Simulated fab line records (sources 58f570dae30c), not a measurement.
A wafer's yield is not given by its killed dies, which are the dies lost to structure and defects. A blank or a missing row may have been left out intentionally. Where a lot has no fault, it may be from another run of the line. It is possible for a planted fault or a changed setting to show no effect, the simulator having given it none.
What tool caused it? :: flow berkeley-cmos170 :: 39 wafers from 13 lots sampled at 5 of the route's 331 steps

== WHAT THE GAUGES READ, wafer by wafer ==
UCB170_V2_CD_MEAS_12: target cd 700 nm. Usual: 700.1 nm for cd-nm, sd 1.4.
lot: L444
measured: day 9 00:22
on: cd-sem-01
cd-nm (nm): 698.8 701.7 699.4
flag: 

lot: L446
measured: day 9 08:20
on: cd-sem-02
cd-nm (nm): 700.1 701.8 699.9
flag: 

lot: L447
measured: day 9 19:13
on: cd-sem-02
cd-nm (nm): 702.4 701.6 702.2
flag: 

lot: L449
measured: day 9 18:58
on: cd-sem-02
cd-nm (nm): 700.9 698.6 699.7
flag: 

lot: L452
measured: day 10 22:21
on: cd-sem-01
cd-nm (nm): 700.3 699.4 699.5
flag: 

lot: L456
measured: day 11 12:13
on: cd-sem-02
cd-nm (nm): 700.0 698.7 701.0
flag: 

lot: L455
measured: day 11 13:06
on: cd-sem-02
cd-nm (nm): 697.7 698.8 698.4
flag: 

lot: L457
measured: day 11 08:43
on: cd-sem-01
cd-nm (nm): 701.9 702.5 702.3
flag: 

lot: L459
measured: day 12 04:10
on: cd-sem-01
cd-nm (nm): 699.0 699.4 697.6
flag: 

lot: L460
measured: day 12 04:14
on: cd-sem-02
cd-nm (nm): 701.7 702.4 702.6
flag: 

lot: L464
measured: day 12 19:19
on: cd-sem-02
cd-nm (nm): 702.3 701.4 701.7
flag: 

lot: L466
measured: day 13 09:33
on: cd-sem-02
cd-nm (nm): 700.8 701.2 699.4
flag: 

lot: L467
measured: day 13 15:58
on: cd-sem-02
cd-nm (nm): 701.0 701.1 701.0
flag: 

UCB170_M3_CD_MEAS_90: target cd 700 nm. Usual: 698.9 nm for cd-nm, sd 3.
lot: L444
measured: day 9 04:34
on: cd-sem-01
cd-nm (nm): 699.2 699.6 700.5
flag: 

lot: L446
measured: day 9 11:23
on: cd-sem-02
cd-nm (nm): 697.5 698.6 697.1
flag: 

lot: L447
measured: day 9 23:09
on: cd-sem-01
cd-nm (nm): 698.9 695.8 694.6
flag: 

lot: L449
measured: day 9 22:30
on: cd-sem-02
cd-nm (nm): 697.2 696.7 704.4
flag: 

lot: L452
measured: day 11 02:05
on: cd-sem-02
cd-nm (nm): 699.3 698.6 690.1
flag: 

lot: L456
measured: day 11 15:47
on: cd-sem-01
cd-nm (nm): 700.6 697.6 700.1
flag: 

lot: L455
measured: day 11 17:48
on: cd-sem-02
cd-nm (nm): 702.7 694.6 708.1
flag: 

lot: L457
measured: day 11 12:37
on: cd-sem-01
cd-nm (nm): 702.6 701.4 703.4
flag: 

lot: L459
measured: day 12 07:29
on: cd-sem-01
cd-nm (nm): 699.1 696.2 700.1
flag: 

lot: L460
measured: day 12 08:05
on: cd-sem-02
cd-nm (nm): 700.5 700.1 699.7
flag: 

lot: L464
measured: day 12 23:17
on: cd-sem-02
cd-nm (nm): 703.5 699.1 701.3
flag: 

lot: L466
measured: day 13 12:29
on: cd-sem-01
cd-nm (nm): 700.9 701.5 701.7
flag: 

lot: L467
measured: day 13 19:31
on: cd-sem-02
cd-nm (nm): 695.5 696.4 695.2
flag: 

== EACH LOT AND THE TOOL THAT RAN IT (in order: tool; ch and the chambers of the sampled wafers; start) ==
lot: L444
UCB170_PWELL_ETCH_14: rie-diel-03 ch 0,2,3, day 3 12:52
UCB170_PWELL_STRIP_16: plasma-asher-04 ch 0,1, day 3 13:09
UCB170_CONTACT_STRIP_06: plasma-asher-03 ch 0,1, day 8 10:10

lot: L446
UCB170_PWELL_ETCH_14: rie-diel-02 ch 0,1,2, day 4 06:16
UCB170_PWELL_STRIP_16: plasma-asher-01 ch 0,1, day 4 06:31
UCB170_CONTACT_STRIP_06: plasma-asher-03 ch 1, day 8 18:03

lot: L447
UCB170_PWELL_ETCH_14: rie-diel-03 ch 0,2, day 4 12:53
UCB170_PWELL_STRIP_16: plasma-asher-04 ch 0,1, day 4 13:08
UCB170_CONTACT_STRIP_06: plasma-asher-02 ch 0,1, day 9 00:32

lot: L449
UCB170_PWELL_ETCH_14: rie-diel-02 ch 0,1,2, day 4 13:26
UCB170_PWELL_STRIP_16: plasma-asher-04 ch 0,1, day 4 13:41
UCB170_CONTACT_STRIP_06: plasma-asher-03 ch 0,1, day 9 02:43

lot: L452
UCB170_PWELL_ETCH_14: rie-diel-01 ch 1,2, day 5 12:09
UCB170_PWELL_STRIP_16: plasma-asher-02 ch 0,1, day 5 12:24
UCB170_CONTACT_STRIP_06: plasma-asher-04 ch 0, day 10 07:51

lot: L456
UCB170_PWELL_ETCH_14: rie-diel-02 ch 0,1, day 5 21:22
UCB170_PWELL_STRIP_16: plasma-asher-04 ch 0,1, day 5 21:38
UCB170_CONTACT_STRIP_06: plasma-asher-03 ch 0,1, day 10 19:59

lot: L455
UCB170_PWELL_ETCH_14: rie-diel-02 ch 0,1, day 5 22:20
UCB170_PWELL_STRIP_16: plasma-asher-02 ch 0,1, day 5 22:35
UCB170_CONTACT_STRIP_06: plasma-asher-02 ch 0,1, day 10 19:58

lot: L457
UCB170_PWELL_ETCH_14: rie-diel-01 ch 0,1,3, day 6 02:03
UCB170_PWELL_STRIP_16: plasma-asher-04 ch 0,1, day 6 02:18
UCB170_CONTACT_STRIP_06: plasma-asher-03 ch 0,1, day 10 17:56

lot: L459
UCB170_PWELL_ETCH_14: rie-diel-03 ch 0,1,2, day 6 05:56
UCB170_PWELL_STRIP_16: plasma-asher-04 ch 1, day 6 06:11
UCB170_CONTACT_STRIP_06: plasma-asher-03 ch 0,1, day 11 09:55

lot: L460
UCB170_PWELL_ETCH_14: rie-diel-02 ch 1,2,3, day 6 06:39
UCB170_PWELL_STRIP_16: plasma-asher-01 ch 0,1, day 6 06:56
UCB170_CONTACT_STRIP_06: plasma-asher-02 ch 0,1, day 11 11:36

lot: L464
UCB170_PWELL_ETCH_14: rie-diel-03 ch 0,1,3, day 7 07:57
UCB170_PWELL_STRIP_16: plasma-asher-04 ch 0, day 7 08:12
UCB170_CONTACT_STRIP_06: plasma-asher-03 ch 0,1, day 12 02:52

lot: L466
UCB170_PWELL_ETCH_14: rie-diel-01 ch 0,1,2, day 7 17:29
UCB170_PWELL_STRIP_16: plasma-asher-02 ch 0,1, day 7 17:45
UCB170_CONTACT_STRIP_06: plasma-asher-02 ch 0,1, day 12 16:49

lot: L467
UCB170_PWELL_ETCH_14: rie-diel-03 ch 0,1,2, day 8 03:57
UCB170_PWELL_STRIP_16: plasma-asher-01 ch 0,1, day 8 04:12
UCB170_CONTACT_STRIP_06: plasma-asher-02 ch 0,1, day 13 01:45
- UCB170_PWELL_ETCH_14: etches Si3N4 in CH3F/Ar/O2, stops on SiO2, target depth 242 nm, time 151 s.
- UCB170_PWELL_STRIP_16: strips in O2.
- UCB170_CONTACT_STRIP_06: strips in O2.

== AS READ BY THE TOOLS THEMSELVES (means over the sampled wafers that have a number; for cases with no such wafer, the mark the record gives instead) ==
UCB170_PWELL_ETCH_14. Usual: drypump-motor-current-A 5.6 A, standard deviation 0.4; oes-product-au 0.940 a.u., standard deviation 0.02; throttle-valve-pct 8.09 %, standard deviation 0.088.
lot: L444
tool: rie-diel-03
drypump-motor-current-A (A): 5.3
oes-product-au (a.u.): 0.951
throttle-valve-pct (%): 8.07
flag: 

lot: L446
tool: rie-diel-02
drypump-motor-current-A (A): 5.6
oes-product-au (a.u.): 0.931
throttle-valve-pct (%): 8.06
flag: 

lot: L447
tool: rie-diel-03
drypump-motor-current-A (A): 5.3
oes-product-au (a.u.): 0.945
throttle-valve-pct (%): 8.04
flag: 

lot: L449
tool: rie-diel-02
drypump-motor-current-A (A): 5.6
oes-product-au (a.u.): 0.920
throttle-valve-pct (%): 8.06
flag: 

lot: L452
tool: rie-diel-01
drypump-motor-current-A (A): 5.6
oes-product-au (a.u.): 0.954
throttle-valve-pct (%): 8.07
flag: 

lot: L456
tool: rie-diel-02
drypump-motor-current-A (A): 5.8
oes-product-au (a.u.): 0.933
throttle-valve-pct (%): 8.04
flag: 

lot: L455
tool: rie-diel-02
drypump-motor-current-A (A): 5.9
oes-product-au (a.u.): 0.915
throttle-valve-pct (%): 7.98
flag: 

lot: L457
tool: rie-diel-01
drypump-motor-current-A (A): 5.4
oes-product-au (a.u.): 0.935
throttle-valve-pct (%): 8.09
flag: 

lot: L459
tool: rie-diel-03
drypump-motor-current-A (A): 5.5
oes-product-au (a.u.): 0.942
throttle-valve-pct (%): 8.11
flag: 

lot: L460
tool: rie-diel-02
drypump-motor-current-A (A): 5.7
oes-product-au (a.u.): 0.918
throttle-valve-pct (%): 8.15
flag: 

lot: L464
tool: rie-diel-03
drypump-motor-current-A (A): 5.5
oes-product-au (a.u.): 0.933
throttle-valve-pct (%): 8.13
flag: 

lot: L466
tool: rie-diel-01
drypump-motor-current-A (A): 5.7
oes-product-au (a.u.): 0.959
throttle-valve-pct (%): 8.10
flag: 

lot: L467
tool: rie-diel-03
drypump-motor-current-A (A): 5.5
oes-product-au (a.u.): 0.947
throttle-valve-pct (%): 8.11
flag: 

UCB170_PWELL_STRIP_16. Usual: drypump-motor-current-A 5.9 A, standard deviation 0.39; oes-product-au 0.721 a.u., standard deviation 0.0049; strip-time-to-endpoint-s 18.12 s, standard deviation 0.14.
lot: L444
tool: plasma-asher-04
drypump-motor-current-A (A): 6.1
oes-product-au (a.u.): 0.722
strip-time-to-endpoint-s (s): 18.20
flag: 

lot: L446
tool: plasma-asher-01
drypump-motor-current-A (A): 5.7
oes-product-au (a.u.): 0.719
strip-time-to-endpoint-s (s): 18.04
flag: 

lot: L447
tool: plasma-asher-04
drypump-motor-current-A (A): 5.9
oes-product-au (a.u.): 0.718
strip-time-to-endpoint-s (s): 18.16
flag: 

lot: L449
tool: plasma-asher-04
drypump-motor-current-A (A): 5.9
oes-product-au (a.u.): 0.721
strip-time-to-endpoint-s (s): 17.96
flag: 

lot: L452
tool: plasma-asher-02
drypump-motor-current-A (A): 6.1
oes-product-au (a.u.): 0.717
strip-time-to-endpoint-s (s): 18.40
flag: 

lot: L456
tool: plasma-asher-04
drypump-motor-current-A (A): 5.9
oes-product-au (a.u.): 0.727
strip-time-to-endpoint-s (s): 18.02
flag: 

lot: L455
tool: plasma-asher-02
drypump-motor-current-A (A): 5.8
oes-product-au (a.u.): 0.723
strip-time-to-endpoint-s (s): 17.92
flag: 

lot: L457
tool: plasma-asher-04
drypump-motor-current-A (A): 6.1
oes-product-au (a.u.): 0.718
strip-time-to-endpoint-s (s): 18.08
flag: 

lot: L459
tool: plasma-asher-04
drypump-motor-current-A (A): 6.3
oes-product-au (a.u.): 0.725
strip-time-to-endpoint-s (s): 18.22
flag: 

lot: L460
tool: plasma-asher-01
drypump-motor-current-A (A): 5.9
oes-product-au (a.u.): 0.720
strip-time-to-endpoint-s (s): 18.29
flag: 

lot: L464
tool: plasma-asher-04
drypump-motor-current-A (A): 5.7
oes-product-au (a.u.): 0.719
strip-time-to-endpoint-s (s): 18.17
flag: 

lot: L466
tool: plasma-asher-02
drypump-motor-current-A (A): 6.1
oes-product-au (a.u.): 0.724
strip-time-to-endpoint-s (s): 18.13
flag: 

lot: L467
tool: plasma-asher-01
drypump-motor-current-A (A): 6.0
oes-product-au (a.u.): 0.713
strip-time-to-endpoint-s (s): 18.04
flag: 

UCB170_CONTACT_STRIP_06. Usual: drypump-motor-current-A 5.9 A, standard deviation 0.32; oes-product-au 0.735 a.u., standard deviation 0.0047; strip-time-to-endpoint-s 21.93 s, standard deviation 0.062.
lot: L444
tool: plasma-asher-03
drypump-motor-current-A (A): 5.8
oes-product-au (a.u.): 0.737
strip-time-to-endpoint-s (s): 21.86
flag: 

lot: L446
tool: plasma-asher-03
drypump-motor-current-A (A): 5.9
oes-product-au (a.u.): 0.735
strip-time-to-endpoint-s (s): 21.88
flag: 

lot: L447
tool: plasma-asher-02
drypump-motor-current-A (A): 6.1
oes-product-au (a.u.): 0.736
strip-time-to-endpoint-s (s): 21.88
flag: 

lot: L449
tool: plasma-asher-03
drypump-motor-current-A (A): 5.8
oes-product-au (a.u.): 0.733
strip-time-to-endpoint-s (s): 21.95
flag: 

lot: L452
tool: plasma-asher-04
drypump-motor-current-A (A): 5.7
oes-product-au (a.u.): 0.731
strip-time-to-endpoint-s (s): 21.98
flag: 

lot: L456
tool: plasma-asher-03
drypump-motor-current-A (A): 5.8
oes-product-au (a.u.): 0.736
strip-time-to-endpoint-s (s): 21.98
flag: 

lot: L455
tool: plasma-asher-02
drypump-motor-current-A (A): 5.8
oes-product-au (a.u.): 0.738
strip-time-to-endpoint-s (s): 22.00
flag: 

lot: L457
tool: plasma-asher-03
drypump-motor-current-A (A): 5.8
oes-product-au (a.u.): 0.732
strip-time-to-endpoint-s (s): 22.01
flag: 

lot: L459
tool: plasma-asher-03
drypump-motor-current-A (A): 5.8
oes-product-au (a.u.): 0.734
strip-time-to-endpoint-s (s): 21.91
flag: 

lot: L460
tool: plasma-asher-02
drypump-motor-current-A (A): 5.8
oes-product-au (a.u.): 0.735
strip-time-to-endpoint-s (s): 21.95
flag: 

lot: L464
tool: plasma-asher-03
drypump-motor-current-A (A): 5.9
oes-product-au (a.u.): 0.736
strip-time-to-endpoint-s (s): 21.92
flag: 

lot: L466
tool: plasma-asher-02
drypump-motor-current-A (A): 6.1
oes-product-au (a.u.): 0.734
strip-time-to-endpoint-s (s): 21.87
flag: 

lot: L467
tool: plasma-asher-02
drypump-motor-current-A (A): 5.8
oes-product-au (a.u.): 0.733
strip-time-to-endpoint-s (s): 22.01
flag: 

== THE ANSWER, worked out from the rows above alone ==
Rule: a lot is off if the mean of its wafers that have a number lies more than 3 standard deviations from the usual mean. Also off: a lot with no number at a reading for which 4 or more lots have one. Where the step has rows for the other lots, those lots are counted as sound. First the gauges in route order, then the tools' own readings, where a lot's mean is used as printed above. The first step at which some lot is off is used, and at that step the reading that is off furthest; a lot without a number counts as furthest.
Nothing can be told from this: no lot is off at any reading shown.

== WHAT THE SIMULATOR PUT IN ==
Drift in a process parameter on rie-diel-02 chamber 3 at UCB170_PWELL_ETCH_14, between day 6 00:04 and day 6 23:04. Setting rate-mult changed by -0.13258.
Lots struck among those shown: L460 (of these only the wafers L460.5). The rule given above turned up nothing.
